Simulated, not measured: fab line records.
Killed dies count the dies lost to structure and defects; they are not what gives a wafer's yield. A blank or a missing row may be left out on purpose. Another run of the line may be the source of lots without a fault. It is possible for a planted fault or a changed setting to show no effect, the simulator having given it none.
fab line records | flow berkeley-cmos170
record lots=15 wafers=45 last-day=12
route steps=331 shown M1@248 M2@284
lots untouched by any fault: they come from a run of this same line in which no faults occurred
start-h: the number of hours between the record's first day and the start of the first shown wafer of the lot | wait-h: hours elapsed since this lot's preceding step | " unchanged from the row above | L1.1+2: several wafers, shown together as one row | - no value present, or no start provided | * or withheld: withheld | < > ~ a bound
route shown NAME@n: a module of which the file shows steps, and the number in the route of the first | usual: average and standard deviation across the fault-free wafers | same: alike in all rows | chamber/n: place in a boat | sites: each site's reading | _std_site: how widely they spread, as a standard deviation | _edge_site: inner sites' mean taken away from outer sites' mean | radius-mm: for every site, how far away it sits from the centre of the wafer | mask NAME#n: copy n | behind: the most recent tool/chamber to have shaped the wafer | hold: reason for holding the lot/hours on hold/outcome of the hold | device: transistor that didn't switch, given as n, p or np | end of line: the same wafers' tests at the end of the route | a step without rows: its recipe alone | killed: dies that structure and defects cost at the first sort, which is not the same as the wafer's yield | map: a wafer's dies, marking killed ones x, the rest . and places with no die _
set.NAME: the run value of the setting; set.NAME@STEP: its run value at that earlier step | model.NAME: the simulator's own value behind a step, which no gauge read
a sample of lots followed through the steps of the route, with each step as a table and each wafer as a row
services: when a tool's chamber went out of use (start-h, in hours from the record's first day, below 0 if earlier), for how many hours, and the reason
## steps
# step UCB170_M1_OVL_MEAS_10
# usual M1_OVL=3/6.2
# columns lot.wafer tool chamber start-h wait-h M1_OVL[nm]
L459.3 overlay-01 - 186.69 0.1 -6
L459.5 " - " " -8
L459.6 " - " " -5
L461.3 overlay-01 - 193.48 0.1 6
L461.4 " - " " 11
L461.5 " - " " 8
L463.1 overlay-02 - 211.77 0.1 -3
L463.4 " - " " -1
L463.5 " - " " -11
L464.3 overlay-01 - 212.35 0.1 -8
L464.5 " - " " -1
L464.6 " - " " 0
L465.3 overlay-01 - 224.88 0.1 2
L465.5 " - " " 5
L465.6 " - " " 7
L468.2 overlay-01 - 235.02 0.1 8
L468.3 " - " " 11
L468.6 " - " " 5
L467.3 overlay-01 - 235.54 0.1 -3
L467.4 " - " " -7
L467.6 " - " " 4
L469.2 overlay-01 - 241.50 0.1 3
L469.3 " - " " 6
L469.5 " - " " 4
L472.2 overlay-01 - 249.00 0.1 1
L472.3 " - " " -5
L472.6 " - " " -4
L471.2 overlay-02 - 249.24 0.1 -2
L471.3 " - " " -3
L471.6 " - " " -1
L473.2 overlay-01 - 257.52 0.1 5
L473.3 " - " " 6
L473.4 " - " " 11
L475.3 overlay-01 - 275.37 0.1 0
L475.4 " - " " 5
L475.5 " - " " 7
L480.3 overlay-01 - 282.34 0.1 -6
L480.4 " - " " 3
L480.5 " - " " -2
L478.1 overlay-02 - 283.81 0.1 10
L478.4 " - " " 3
L478.5 " - " " 8
L477.1 overlay-02 - 285.85 0.1 8
L477.4 " - " " 8
L477.5 " - " " 8
# step UCB170_M1_ETCH_11
# recipe chemistry=N2/H2 target-depth-a=withheld overetch-a=withheld target=BARC time-s=withheld source-w=500 bias-w=100 pressure-mtorr=30 n2-flow-sccm=100 h2-flow-sccm=200
# usual chamber-pressure-mTorr=30.000/0.028 drypump-motor-current-A=5.9/0.35 oes-product-au=0.987/0.023 throttle-valve-pct=13.32/0.21
# columns lot.wafer tool chamber start-h wait-h chamber-pressure-mTorr drypump-motor-current-A oes-product-au throttle-valve-pct
L459.3 rie-diel-01 0 186.72 0.0 29.974 6.1 1.019 13.39
L459.5 " 2 " " 29.968 5.8 0.987 13.26
L459.6 " 1 " " 29.964 4.9 0.967 13.55
L461.3 rie-diel-04 1 193.51 0.0 30.017 5.9 0.928 13.24
L461.4 " 1 " " 30.002 5.8 0.935 13.24
L461.5 " 2 " " 29.991 5.5 0.994 13.36
L463.1 rie-diel-04 0 211.80 0.0 29.983 5.9 1.000 12.82
L463.4 " 1 " " 30.008 5.8 0.937 13.23
L463.5 " 1 " " 29.973 5.8 0.936 13.25
L464.3 rie-diel-01 1 212.38 0.0 30.029 4.9 0.959 13.56
L464.5 " 1 " " 29.956 4.9 0.954 13.55
L464.6 " 0 " " 30.001 6.1 1.017 13.41
L465.3 rie-diel-02 1 224.90 0.0 29.959 6.1 1.020 13.07
L465.5 " 2 " " 30.048 6.4 0.996 13.63
L465.6 " 3 " " 30.024 6.4 0.975 13.59
L468.2 rie-diel-04 3 235.05 0.0 29.940 6.0 0.984 13.32
L468.3 " 1 " " 30.034 5.8 0.953 13.25
L468.6 " 1 " " 29.960 5.8 0.937 13.25
L467.3 rie-diel-01 1 235.57 0.0 29.980 4.9 0.958 13.54
L467.4 " 3 " " 30.009 6.0 0.988 13.43
L467.6 " 3 " " 29.997 6.0 0.979 13.43
L469.2 rie-diel-04 3 241.53 0.0 29.997 5.9 0.981 13.31
L469.3 " 1 " " 30.036 5.8 0.945 13.24
L469.5 " 3 " " 29.973 5.9 0.979 13.31
L472.2 rie-diel-04 3 249.03 0.0 29.987 6.0 0.973 13.30
L472.3 " 2 " " 30.049 5.5 0.989 13.36
L472.6 " 2 " " 29.996 5.5 1.007 13.35
L471.2 rie-diel-01 0 249.27 0.0 30.008 6.1 1.010 13.39
L471.3 " 2 " " 30.012 5.8 1.001 13.26
L471.6 " 3 " " 30.022 6.0 0.990 13.44
L473.2 rie-diel-04 1 257.55 0.0 30.024 5.8 0.944 13.24
L473.3 " 3 " " 30.031 6.0 0.967 13.34
L473.4 " 2 " " 30.010 5.5 1.005 13.37
L475.3 rie-diel-04 0 275.40 0.0 30.035 5.9 1.004 12.85
L475.4 " 1 " " 29.978 5.8 0.939 13.24
L475.5 " 3 " " 29.931 6.0 0.977 13.32
L480.3 rie-diel-02 2 282.36 0.0 30.008 6.4 1.015 13.61
L480.4 " 0 " " 29.990 5.7 0.998 13.29
L480.5 " 0 " " 30.017 5.7 1.004 13.30
L478.1 rie-diel-04 0 283.84 0.0 30.014 5.9 0.995 12.83
L478.4 " 2 " " 30.003 5.5 1.010 13.35
L478.5 " 1 " " 30.008 5.8 0.951 13.25
L477.1 rie-diel-04 0 285.88 0.0 29.993 5.9 0.989 12.82
L477.4 " 2 " " 30.004 5.5 1.004 13.36
L477.5 " 1 " " 30.042 5.8 0.938 13.24
# step UCB170_M2_PEB_13
# recipe peb-temp-c=130 peb-time-s=withheld resist=KrF
# usual chill-plate-temp-C=22.99/0.1 exhaust-pa=45.0/0.98
# columns lot.wafer tool chamber start-h wait-h chill-plate-temp-C exhaust-pa
L459.3 litho-track-02 0 192.56 0.1 23.07 44.7
L459.5 " 0 " " 22.99 45.3
L459.6 " 0 " " 23.13 45.4
L461.3 litho-track-03 0 202.08 0.3 23.03 45.3
L461.4 " 0 " " 23.08 45.8
L461.5 " 0 " " 23.02 45.2
L463.1 litho-track-02 0 218.44 0.1 22.98 45.7
L463.4 " 0 " " 22.94 45.7
L463.5 " 0 " " 22.92 46.0
L464.3 litho-track-02 0 219.66 0.3 22.79 46.1
L464.5 " 0 " " 22.97 47.2
L464.6 " 0 " " 22.84 45.7
L465.3 litho-track-01 0 232.02 0.1 23.08 43.3
L465.5 " 0 " " 23.09 43.2
L465.6 " 0 " " 22.98 42.7
L467.3 litho-track-01 0 246.89 0.1 22.91 43.4
L467.4 " 0 " " 22.89 44.6
L467.6 " 0 " " 22.88 43.1
L468.2 litho-track-01 0 247.14 0.2 22.85 45.7
L468.3 " 0 " " 22.80 44.1
L468.6 " 0 " " 23.03 44.8
L469.2 litho-track-01 0 248.36 0.2 23.12 46.3
L469.3 " 0 " " 23.11 45.2
L469.5 " 0 " " 23.08 45.6
L472.2 litho-track-02 0 255.49 0.2 23.13 43.6
L472.3 " 0 " " 23.04 45.4
L472.6 " 0 " " 23.07 43.1
L471.2 litho-track-02 0 256.48 0.1 22.85 45.3
L471.3 " 0 " " 23.06 45.3
L471.6 " 0 " " 22.93 45.0
L473.2 litho-track-03 0 267.93 0.7 23.00 45.7
L473.3 " 0 " " 23.12 45.4
L473.4 " 0 " " 23.15 44.4
L475.3 litho-track-02 0 282.34 0.4 23.10 44.9
L475.4 " 0 " " 22.96 45.0
L475.5 " 0 " " 23.11 43.8
L480.3 litho-track-03 - 290.30 0.1 - -
L480.4 " - " " - -
L480.5 " - " " - -
L478.1 litho-track-03 - 290.68 0.1 - -
L478.4 " - " " - -
L478.5 " - " " - -
L477.1 litho-track-02 - 294.52 0.3 - -
L477.4 " - " " - -
L477.5 " - " " - -
# step UCB170_M2_STRIP_19
# recipe chemistry=O2 power-w=400 pressure-mtorr=3500 platen-temp-c=withheld o2-flow-sccm=400 overash-fraction=0.5
# usual chamber-pressure-mTorr=3500/3.3 drypump-motor-current-A=5.9/0.37 oes-product-au=0.548/0.016
# columns lot.wafer tool chamber start-h wait-h chamber-pressure-mTorr drypump-motor-current-A oes-product-au rf-hours-counter-h
L459.3 plasma-asher-01 1 193.21 0.1 3497 6.2 0.554 -
L459.5 " 0 " " 3498 6.3 0.541 -
L459.6 " 1 " " 3500 6.2 0.550 -
L461.3 plasma-asher-01 0 202.72 0.1 3505 6.3 0.552 -
L461.4 " 1 " " 3502 6.2 0.541 -
L461.5 " 0 " " 3501 6.3 0.545 -
L463.1 plasma-asher-02 1 219.10 0.1 3499 6.2 0.543 49
L463.4 " 0 " " 3499 5.7 0.562 -
L463.5 " 1 " " 3493 6.1 0.551 -
L464.3 plasma-asher-04 1 220.30 0.1 3502 5.2 0.550 -
L464.5 " 1 " " 3495 5.2 0.565 -
L464.6 " 0 " " 3497 5.9 0.561 -
L465.3 plasma-asher-01 0 232.66 0.1 3497 6.3 0.567 -
L465.5 " 1 " " 3504 6.2 0.562 -
L465.6 " 0 " " 3492 6.3 0.562 -
L467.3 plasma-asher-04 1 247.74 0.1 3501 5.2 0.568 -
L467.4 " 0 " " 3507 5.9 0.561 -
L467.6 " 0 " " 3504 5.9 0.564 -
L468.2 plasma-asher-02 0 247.94 0.1 3497 5.7 0.559 53
L468.3 " 0 " " 3501 5.7 0.556 -
L468.6 " 0 " " 3496 5.7 0.565 -
L469.2 plasma-asher-04 1 249.02 0.1 3501 5.2 0.555 46
L469.3 " 0 " " 3499 5.9 0.567 -
L469.5 " 1 " " 3498 5.2 0.566 -
L472.2 plasma-asher-01 1 256.15 0.1 3499 6.2 0.563 52
L472.3 " 0 " " 3496 6.4 0.554 -
L472.6 " 0 " " 3500 6.3 0.560 -
L471.2 plasma-asher-01 1 257.17 0.2 3499 6.2 0.533 52
L471.3 " 0 " " 3500 6.3 0.540 -
L471.6 " 0 " " 3506 6.3 0.559 -
L473.2 plasma-asher-04 1 268.57 0.1 3505 5.2 0.517 49
L473.3 " 0 " " 3502 5.9 0.529 -
L473.4 " 1 " " 3500 5.2 0.540 -
L475.3 plasma-asher-02 1 282.99 0.1 3499 6.2 0.554 -
L475.4 " 0 " " 3499 5.7 0.558 -
L475.5 " 0 " " 3500 5.7 0.551 -
L480.3 plasma-asher-01 1 290.94 0.1 3502 6.2 0.552 -
L480.4 " 0 " " 3501 6.3 0.544 -
L480.5 " 0 " " 3504 6.3 0.542 -
L478.1 plasma-asher-04 1 291.34 0.1 3499 5.2 0.534 52
L478.4 " 1 " " 3504 5.2 0.539 -
L478.5 " 0 " " 3503 5.9 0.527 -
L477.1 plasma-asher-02 1 295.75 0.1 3507 6.2 0.556 58
L477.4 " 0 " " 3498 5.7 0.538 -
L477.5 " 1 " " 3498 6.1 0.555 -
## services
# columns tool chamber start-h hours kind
plasma-asher-02 - 163.61 2.8 pm
rie-diel-02 3 171.36 1.8 repair
plasma-asher-01 - 173.28 1.4 repair
rie-diel-04 0 187.62 7.2 repair
plasma-asher-04 - 193.42 2.6 repair
rie-diel-02 - 207.23 14.6 pm
rie-diel-01 1 244.96 - clean
rie-diel-01 1 244.96 15.3 scheduled-down
rie-diel-01 1 244.96 15.3 vent-cycle
rie-diel-02 1 245.18 1.5 repair
rie-diel-02 1 246.71 - clean
rie-diel-02 1 246.71 19.4 scheduled-down
rie-diel-02 1 246.71 19.4 vent-cycle
rie-diel-01 1 264.44 1.4 repair
## key
first-sign step=UCB170_M2_PEB_13 reading=tool-record direction=missing
effect none on later readings
met-at UCB170_M2_PEB_13
struck-lots L477,L478,L480
later-rows-left-out L477.1,L477.4,L477.5,L478.1,L478.4,L478.5,L480.3,L480.4,L480.5
sort-left-out L477.1,L477.4,L477.5,L478.1,L478.4,L478.5,L480.3,L480.4,L480.5
not-acting-at UCB170_M1_OVL_MEAS_10,UCB170_M1_ETCH_11,UCB170_M2_STRIP_19
onset-between 282.34 290.30
fault kind=skipped-step-whole tool=litho-track-02,litho-track-03 chamber=- onset-h=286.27 steps=UCB170_M2_PEB_13 scope=struck-lots-only
# sort-left-out: the simulated sort isn't trusted on such a fault, so these wafers' sort isn't shown, and their yield isn't known
# later-rows-left-out: the simulator's readings of these wafers behind a module that went badly wrong aren't trusted and aren't shown, but for the sort
